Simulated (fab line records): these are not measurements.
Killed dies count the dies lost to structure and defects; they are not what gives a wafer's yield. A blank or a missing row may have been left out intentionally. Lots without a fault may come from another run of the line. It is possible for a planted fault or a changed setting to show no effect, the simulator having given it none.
fab line records	flow berkeley-cmos170
record lots=5	wafers=23
route steps=331 shown M2@284 V2@292 M3@310
start-h: hours from the record's opening day to when the first of the lot's shown wafers began	wait-h: hours elapsed since this lot's preceding step	" the same as in the row above	L1.1+2: one row covering several wafers at once	- either no value or no given start	* or withheld: withheld	< > ~ a bound
route shown NAME@n: names a module that has steps shown in the file, with the first one's number in the route	usual: mean and standard deviation over wafers with no fault	same: alike in all rows	chamber/n: place in a boat	sites: each site's reading	_std_site: the values' standard deviation	_edge_site: mean of outer sites minus mean of inner sites	radius-mm: for every site, how far away it sits from the centre of the wafer	mask NAME#n: copy n	behind: tool/chamber where the wafer was last shaped	hold: reason for holding the lot/hours on hold/outcome of the hold	device: whichever transistor did not switch (one of n, p or np)	end of line: at the end of the route, the tests of the same wafers	for a step that has no rows: nothing shown but its recipe	killed: at the first sort, the dies lost to defects and structure; wafer yield is something else	map: shows each die of a wafer: x if killed, . if not, _ if none is there
set.NAME: the setting as run; set.NAME@STEP: as run at that earlier step	model.NAME: the simulator's own value behind a step, which no gauge read
lots with deliberately changed settings; one table per step, one row per wafer
## steps
# step UCB170_M2_PEB_13
# recipe peb-temp-c=130	peb-time-s=withheld	resist=KrF
lot.wafer	tool	chamber	start-h	wait-h	set.peb-temp-c
L077.1+4+5	litho-track-01	0	180.52	0.6	130
L078.2+3+4+5+6	litho-track-01	0	181.10	0.4	130
L085.1+3+5	litho-track-02	0	195.21	0.1	130
L085.4+6	"	0	"	"	126.7
L080.1+2+3	litho-track-02	0	196.83	0.8	130
L080.5+6	"	0	"	"	128.9
L084.1+2+3+5+6	litho-track-02	0	197.11	0.8	130
# step UCB170_M2_DEVELOP_14
# recipe developer=TMAH	develop-time-s=45	resist=KrF	dev-temp-c=21
# step UCB170_M2_CD_MEAS_15
# recipe target-cd-nm=700
# usual cd-nm=700.5/1.3
lot.wafer	tool	chamber	start-h	wait-h	set.peb-temp-c@M2_PEB_13	cd-nm
L077.1	cd-sem-02	-	180.80	-	130	702.7
L077.4	"	-	"	"	130	700.9
L077.5	"	-	"	"	130	699.9
L078.2	cd-sem-01	-	181.37	-	130	699.5
L078.3	"	-	"	"	130	700.3
L078.4	"	-	"	"	130	701.3
L078.5	"	-	"	"	130	701.0
L078.6	"	-	"	"	130	699.9
L085.1	cd-sem-02	-	195.48	-	130	701.2
L085.3	"	-	"	"	130	700.2
L085.4	"	-	"	"	126.7	724.5
L085.5	"	-	"	"	130	700.0
L085.6	"	-	"	"	126.7	725.3
L080.1	cd-sem-02	-	197.11	-	130	698.7
L080.2	"	-	"	"	130	699.1
L080.3	"	-	"	"	130	697.9
L080.5	"	-	"	"	128.9	705.9
L080.6	"	-	"	"	128.9	706.2
L084.1	cd-sem-02	-	197.38	-	130	698.9
L084.2	"	-	"	"	130	700.2
L084.3	"	-	"	"	130	700.1
L084.5	"	-	"	"	130	698.6
L084.6	"	-	"	"	130	699.1
# step UCB170_M2_ETCH_17
# recipe chemistry=N2/H2	target-depth-a=withheld	overetch-a=withheld	target=BARC	time-s=withheld	source-w=500	bias-w=100	pressure-mtorr=30	n2-flow-sccm=100	h2-flow-sccm=200
lot.wafer	tool	chamber	start-h	wait-h	set.peb-temp-c@M2_PEB_13	model.M2.cd-nm
L077.1	rie-diel-04	3	180.95	0.0	130	703.3
L077.4	"	2	"	"	130	700.9
L077.5	"	0	"	"	130	701.4
L078.2	rie-diel-02	0	181.50	0.0	130	699.2
L078.3	"	1	"	"	130	699.4
L078.4	"	2	"	"	130	700.3
L078.5	"	2	"	"	130	700.5
L078.6	"	1	"	"	130	698.6
L085.1	rie-diel-04	1	195.64	0.0	130	701.3
L085.3	"	3	"	"	130	700.4
L085.4	"	0	"	"	126.7	726
L085.5	"	0	"	"	130	701.1
L085.6	"	3	"	"	126.7	725.7
L080.1	rie-diel-02	2	197.26	0.0	130	698.1
L080.2	"	3	"	"	130	699.6
L080.3	"	0	"	"	130	697.9
L080.5	"	3	"	"	128.9	706.2
L080.6	"	2	"	"	128.9	706
L084.1	rie-diel-04	2	197.54	0.0	130	698.9
L084.2	"	1	"	"	130	700
L084.3+6	"	3,0	"	"	130	700.3
L084.5	"	3	"	"	130	699.2
# step UCB170_M2_METAL_ETCH_18
# recipe chemistry=Cl2/BCl3	target=Al	stop-on=SiO2	pressure-mtorr=12	target-depth-a=11700	over-etch-frac=0.3	time-s=195	icp-w=600	bias-w=120	Cl2_flow_sccm=90	bcl3-flow-sccm=45
lot.wafer	tool	chamber	start-h	wait-h	set.time-s@M1_METAL_ETCH_12	set.peb-temp-c@M2_PEB_13	model.etch.depth-nm	model.M2.cd-nm
L077.1	rie-metal-04	1	181.00	-	130	130	910.4	694.2
L077.4	"	1	"	"	130	130	910.2	693.3
L077.5	"	1	"	"	130	130	910.9	695.2
L078.2	rie-metal-01	0	181.55	-	130	130	-	701.3
L078.3	"	1	"	"	139.8	130	863.1	703.9
L078.4	"	0	"	"	130	130	868.2	700.5
L078.5	"	1	"	"	130	130	-	707.8
L078.6	"	0	"	"	139.8	130	-	702.3
L085.1	rie-metal-01	0	195.68	-	141.6	130	933.8	699.9
L085.3	"	0	"	"	130	130	-	701.8
L085.4	"	1	"	"	130	126.7	929.8	730.8
L085.5	"	1	"	"	141.6	130	-	704
L085.6	"	0	"	"	130	126.7	-	727.9
L080.1	rie-metal-02	0	197.31	-	116.7	130	905.5	700.6
L080.2	"	1	"	"	116.7	130	-	703.3
L080.3	"	1	"	"	130	130	918.5	699.7
L080.5	"	1	"	"	130	128.9	-	706.7
L080.6	"	0	"	"	116.7	128.9	-	711.5
L084.1	rie-metal-01	1	197.58	-	130	130	-	701.4
L084.2	"	0	"	"	130	130	-	698.5
L084.3	"	0	"	"	117.3	130	-	698.1
L084.5	"	0	"	"	130	130	920.4	696.4
L084.6	"	1	"	"	117.3	130	917.7	702.3
# step UCB170_M2_STRIP_19
# recipe chemistry=O2	power-w=400	pressure-mtorr=3500	platen-temp-c=withheld	o2-flow-sccm=400	overash-fraction=0.5
# step UCB170_M2_CD_MEAS_90
# recipe target-cd-nm=700
# usual cd-nm=700/3.9
lot.wafer	tool	chamber	start-h	wait-h	set.peb-temp-c@M2_PEB_13	cd-nm
L077.1	cd-sem-02	-	181.28	0.1	130	694
L077.4	"	-	"	"	130	694
L077.5	"	-	"	"	130	695
L078.2	cd-sem-02	-	181.92	0.1	130	701
L078.3	"	-	"	"	130	704
L078.4	"	-	"	"	130	701
L078.5	"	-	"	"	130	708
L078.6	"	-	"	"	130	702
L085.1	cd-sem-02	-	195.97	0.1	130	700
L085.3	"	-	"	"	130	702
L085.4	"	-	"	"	126.7	731
L085.5	"	-	"	"	130	704
L085.6	"	-	"	"	126.7	728
L080.1	cd-sem-01	-	197.59	0.1	130	701
L080.2	"	-	"	"	130	703
L080.3	"	-	"	"	130	700
L080.5	"	-	"	"	128.9	707
L080.6	"	-	"	"	128.9	712
L084.1	cd-sem-01	-	197.87	0.1	130	701
L084.2	"	-	"	"	130	699
L084.3	"	-	"	"	130	698
L084.5	"	-	"	"	130	696
L084.6	"	-	"	"	130	702
# step UCB170_V2_CVD_00
# recipe material=SiO2	target-thk-nm=2000	temp-c=390	precursor=TEOS/O2	time-s=250	rf-w=550	pressure-mtorr=9000
lot.wafer	tool	chamber	start-h	wait-h	set.time-s	model.SiO2_of_V2_CVD_00.thk-nm
L077.1	pecvd-04	2	181.40	0.1	250	1966
L077.4	"	2	"	"	250	1961
L077.5	"	1	"	"	250	2009
L078.2	pecvd-03	2	182.02	0.1	250	-
L078.3	"	0	"	"	273	2180
L078.4	"	2	"	"	250	2037
L078.5+6	"	1,0	"	"	273	-
L085.1	pecvd-03	0	196.09	0.1	270.9	2145
L085.3+5	"	1	"	"	250	-
L085.4	"	2	"	"	270.9	2182
L085.6	"	0	"	"	270.9	-
L080.1	pecvd-04	1	197.71	0.1	250	1974
L080.2+5	"	2,0	"	"	250	-
L080.3	"	0	"	"	276.9	2147
L080.6	"	1	"	"	276.9	-
L084.1+2+3	pecvd-01	0,2,1	197.99	0.1	250	-
L084.5	"	0	"	"	250	2023
L084.6	"	2	"	"	250	1935
# step UCB170_V2_THK_MEAS_01
# recipe reads=SiO2_of_V2_CVD_00
# usual V2_TEOS_THK=1990/27
lot.wafer	tool	chamber	start-h	wait-h	set.time-s@V2_CVD_00	V2_TEOS_THK[nm]
L077.1	film-metro-02	-	181.56	0.1	250	1966
L077.4	"	-	"	"	250	1962
L077.5	"	-	"	"	250	2010
L078.2	film-metro-03	-	182.18	0.1	250	2016
L078.3	"	-	"	"	273	2181
L078.4	"	-	"	"	250	2036
L078.5	"	-	"	"	273	2216
L078.6	"	-	"	"	273	2200
L085.1	film-metro-02	-	196.25	0.1	270.9	2147
L085.3	"	-	"	"	250	2007
L085.4	"	-	"	"	270.9	2181
L085.5	"	-	"	"	250	2010
L085.6	"	-	"	"	270.9	2186
L080.1	film-metro-02	-	197.87	0.1	250	1974
L080.2	"	-	"	"	250	1932
L080.3	"	-	"	"	276.9	2147
L080.5	"	-	"	"	250	1974
L080.6	"	-	"	"	276.9	2240
L084.1	film-metro-03	-	198.14	0.1	250	1971
L084.2	"	-	"	"	250	1959
L084.3	"	-	"	"	250	1972
L084.5	"	-	"	"	250	2024
L084.6	"	-	"	"	250	1935
# step UCB170_M3_SPUTTER_01
# recipe material=Al	target-thk-nm=900	time-s=120	power-w=6000	chamber-pressure-pa=0.5
lot.wafer	tool	chamber	start-h	wait-h	set.power-w	model.Al_of_M3_SPUTTER_01.thk-nm
L077.1	pvd-sputter-01	-	183.88	0.0	6000	899
L077.4	"	-	"	"	6000	894.3
L077.5	"	-	"	"	6000	893.8
L078.2	pvd-sputter-04	-	184.45	0.0	5442	827.8
L078.3	"	-	"	"	6000	885.7
L078.4	"	-	"	"	6000	907.3
L078.5	"	-	"	"	5442	822.5
L078.6	"	-	"	"	5442	819.1
L085.1	pvd-sputter-04	-	199.00	0.0	6000	902.9
L085.3	"	-	"	"	5377	805.6
L085.4	"	-	"	"	6000	905.3
L085.5	"	-	"	"	5377	805.3
L085.6	"	-	"	"	5377	779.2
L080.1	pvd-sputter-02	-	201.14	0.0	6000	905.5
L080.2	"	-	"	"	5620	845.6
L080.3	"	-	"	"	6000	909.9
L080.5	"	-	"	"	5620	839.2
L080.6	"	-	"	"	5620	857.4
L084.1	pvd-sputter-01	-	201.46	0.0	6625	989.4
L084.2	"	-	"	"	6625	981.9
L084.3	"	-	"	"	6625	991.2
L084.5	"	-	"	"	6000	901.8
L084.6	"	-	"	"	6000	898.5
# step UCB170_M3_RS_MEAS_02
# recipe thk-meas-gauge=four-point-probe	reads=Al_of_M3_SPUTTER_01
# usual M3_AL_RS=0.0321/0.00039
lot.wafer	tool	chamber	start-h	wait-h	set.power-w@M3_SPUTTER_01	M3_AL_RS[ohm/sq]
L077.1	film-metro-04	-	183.96	0.0	6000	0.0323
L077.4	"	-	"	"	6000	0.0323
L077.5	"	-	"	"	6000	0.0324
L078.2	film-metro-04	-	184.55	0.1	5442	0.0351
L078.3	"	-	"	"	6000	0.0327
L078.4	"	-	"	"	6000	0.0319
L078.5	"	-	"	"	5442	0.0353
L078.6	"	-	"	"	5442	0.0354
L085.1	film-metro-01	-	199.09	0.0	6000	0.0320
L085.3	"	-	"	"	5377	0.0360
L085.4	"	-	"	"	6000	0.0319
L085.5	"	-	"	"	5377	0.0360
L085.6	"	-	"	"	5377	0.0373
L080.1	film-metro-04	-	201.22	0.0	6000	0.0320
L080.2	"	-	"	"	5620	0.0342
L080.3	"	-	"	"	6000	0.0318
L080.5	"	-	"	"	5620	0.0345
L080.6	"	-	"	"	5620	0.0338
L084.1	film-metro-02	-	201.54	0.0	6625	0.0292
L084.2	"	-	"	"	6625	0.0295
L084.3	"	-	"	"	6625	0.0292
L084.5	"	-	"	"	6000	0.0322
L084.6	"	-	"	"	6000	0.0322
# step UCB170_M3_THK_MEAS_03
# recipe thk-meas-gauge=xrf	reads=Al_of_M3_SPUTTER_01
# usual M3_AL_THK=909/11
lot.wafer	tool	chamber	start-h	wait-h	set.power-w@M3_SPUTTER_01	M3_AL_THK[nm]
L077.1	film-metro-04	-	184.08	0.1	6000	905
L077.4	"	-	"	"	6000	900
L077.5	"	-	"	"	6000	902
L078.2	film-metro-04	-	184.66	0.1	5442	833
L078.3	"	-	"	"	6000	893
L078.4	"	-	"	"	6000	918
L078.5	"	-	"	"	5442	831
L078.6	"	-	"	"	5442	830
L085.1	film-metro-01	-	199.21	0.1	6000	914
L085.3	"	-	"	"	5377	816
L085.4	"	-	"	"	6000	919
L085.5	"	-	"	"	5377	817
L085.6	"	-	"	"	5377	790
L080.1	film-metro-04	-	201.34	0.1	6000	903
L080.2	"	-	"	"	5620	848
L080.3	"	-	"	"	6000	912
L080.5	"	-	"	"	5620	839
L080.6	"	-	"	"	5620	860
L084.1	film-metro-02	-	201.66	0.1	6625	999
L084.2	"	-	"	"	6625	990
L084.3	"	-	"	"	6625	997
L084.5	"	-	"	"	6000	906
L084.6	"	-	"	"	6000	909
# step UCB170_M3_METAL_ETCH_18
# recipe chemistry=Cl2/BCl3	target=Al	stop-on=SiO2	pressure-mtorr=12	target-depth-a=11700	over-etch-frac=0.3	time-s=195	icp-w=600	bias-w=120	Cl2_flow_sccm=90	bcl3-flow-sccm=45
# usual oes-product-au=0.852/0.01
lot.wafer	tool	chamber	start-h	wait-h	set.over-etch-frac	set.power-w@M3_SPUTTER_01	oes-product-au
L077.1	rie-metal-01	1	187.04	-	0.3	6000	0.835
L077.4	"	1	"	"	0.3	6000	0.836
L077.5	"	0	"	"	0.3	6000	0.855
L078.2	rie-metal-04	0	187.65	-	0.3	5442	0.806
L078.3	"	1	"	"	0.3	6000	0.844
L078.4	"	0	"	"	0.3552	6000	0.833
L078.5	"	1	"	"	0.3	5442	0.814
L078.6	"	0	"	"	0.3552	5442	0.789
L085.1	rie-metal-01	0	201.80	-	0.3	6000	0.859
L085.3	"	0	"	"	0.3	5377	0.804
L085.4	"	1	"	"	0.3	6000	0.846
L085.5	"	0	"	"	0.3	5377	0.807
L085.6	"	1	"	"	0.3	5377	0.779
L080.1	rie-metal-04	1	204.80	-	0.3	6000	0.856
L080.2	"	1	"	"	0.3	5620	0.835
L080.3	"	1	"	"	0.3	6000	0.861
L080.5	"	1	"	"	0.3	5620	0.822
L080.6	"	1	"	"	0.3	5620	0.838
L084.1	rie-metal-03	1	204.92	-	0.3	6625	0.906
L084.2	"	0	"	"	0.3	6625	0.889
L084.3	"	1	"	"	0.3	6625	0.906
L084.5	"	0	"	"	0.3	6000	0.849
L084.6	"	1	"	"	0.3	6000	0.849
## key
split step=UCB170_M2_PEB_13	setting=peb-temp-c	stated=130	by=wafer
response step=UCB170_M2_CD_MEAS_15	reading=cd-nm	change=-9.56	per=1%	r=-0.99
response step=UCB170_M2_ETCH_17	reading=model.M2.cd-nm	change=-9.73	per=1%	r=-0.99
response step=UCB170_M2_METAL_ETCH_18	reading=model.M2.cd-nm	change=-10.7	per=1%	r=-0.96
response step=UCB170_M2_CD_MEAS_90	reading=cd-nm	change=-10.6	per=1%	r=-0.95
split step=UCB170_V2_CVD_00	setting=time-s	stated=250	by=wafer
response step=UCB170_V2_CVD_00	reading=model.SiO2_of_V2_CVD_00.thk-nm	change=+15.8	per=1%	r=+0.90
response step=UCB170_V2_THK_MEAS_01	reading=V2_TEOS_THK	change=+20.2	per=1%	r=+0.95
split step=UCB170_M3_SPUTTER_01	setting=power-w	stated=6000	by=wafer
response step=UCB170_M3_SPUTTER_01	reading=model.Al_of_M3_SPUTTER_01.thk-nm	change=+9.01	per=1%	r=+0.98
response step=UCB170_M3_RS_MEAS_02	reading=M3_AL_RS	change=-0.000345	per=1%	r=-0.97
response step=UCB170_M3_THK_MEAS_03	reading=M3_AL_THK	change=+9.05	per=1%	r=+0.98
response step=UCB170_M3_METAL_ETCH_18	reading=oes-product-au	change=+0.0047	per=1%	r=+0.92
split step=UCB170_M3_METAL_ETCH_18	setting=over-etch-frac	stated=0.3	by=wafer
response none clear
split outside-this-file step=UCB170_M1_METAL_ETCH_12 setting=time-s
# split outside-this-file: this setting was split too, and the file shows its column; the key of that split is in another file
